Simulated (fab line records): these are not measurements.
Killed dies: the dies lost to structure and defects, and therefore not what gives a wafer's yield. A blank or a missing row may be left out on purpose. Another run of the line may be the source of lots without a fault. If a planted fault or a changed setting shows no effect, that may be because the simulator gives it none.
A lot that was struck, set against a sound lot    flow rit_cmos    14 out of 202 route steps
Sound: wafers L967.1, L967.2, L967.4. Wafers struck: L983.2, L983.3, L983.6. At the end, the cause is stated.
Order at every step that has rows: each side's tool, ch and its chambers, its first start. Under that, the readings that differ: sound wafers    struck wafers    difference of the means    sigmas: that difference in standard deviations of wafers without a fault.
alike: words and numbers the same on both sides, and readings whose means are apart by under 2 such deviations; not compared: readings that were withheld, readings missing a value for some wafer, numbers with overlapping values and no deviation given by the record, and bounds like >300 which may hide the same value.
Wherever a step has rows on one side only, a row that says differs or no value, or a row with sigmas, the two part there. Numbers that have no deviation but don't overlap get no sigmas and don't part them. A reading that every wafer of one side lacks parts them only if that side has two wafers or more.

first, 3 steps without rows for these wafers: RIT_NSD_EXPOSE_03 (exposes mask M9, target cd 40700 nm); RIT_NSD_PEB_04; RIT_NSD_DEVELOP_05 (develop time 50 s).
RIT_NSD_OVL_MEAS_06:
  struck on overlay-01, day 6 16:38; sound on overlay-01, day 3 08:11
  alike: NSD_OVL
then, 2 steps without rows for these wafers: RIT_NSD_HARDBAKE_07 (time 60 s); RIT_NSD_IMPLANT_08.
RIT_NSD_STRIP_09: strips in O2, time 180 s.
  sound on plasma_asher-04 ch 0,1, day 3 08:31; struck on plasma_asher-04 ch 0,1, day 6 16:58
  alike: drypump_motor_current_A
  not compared: rf_hours_counter_h
RIT_NSD_TW_MEAS_10:
  struck on film_metro-01, day 6 17:09; sound on film_metro-01, day 3 08:41
  alike: NSD_TW
then, 4 steps without rows for these wafers: RIT_PSD_HMDS_00 (prime time 60 s); RIT_PSD_COAT_01 (resist thk 1000 nm); RIT_PSD_SOFTBAKE_02 (time 60 s); RIT_PSD_EXPOSE_03 (exposes mask M10, target cd 40900 nm).
RIT_PSD_PEB_04:
  struck on litho_track-03, day 6 17:47; sound on litho_track-03 ch 0, day 3 09:20
reading          sound           struck  difference                     sigmas
exhaust_pa (Pa)  44.2 43.7 44.8  - - -   no value on the struck wafers  
  not compared: chill_plate_temp_C
then, 1 step without rows for these wafers: RIT_PSD_DEVELOP_05 (develop time 50 s).

WHERE THEY PART
At RIT_PSD_PEB_04 and nowhere else, as far as this record goes.

WHY: what had been put in by the simulator
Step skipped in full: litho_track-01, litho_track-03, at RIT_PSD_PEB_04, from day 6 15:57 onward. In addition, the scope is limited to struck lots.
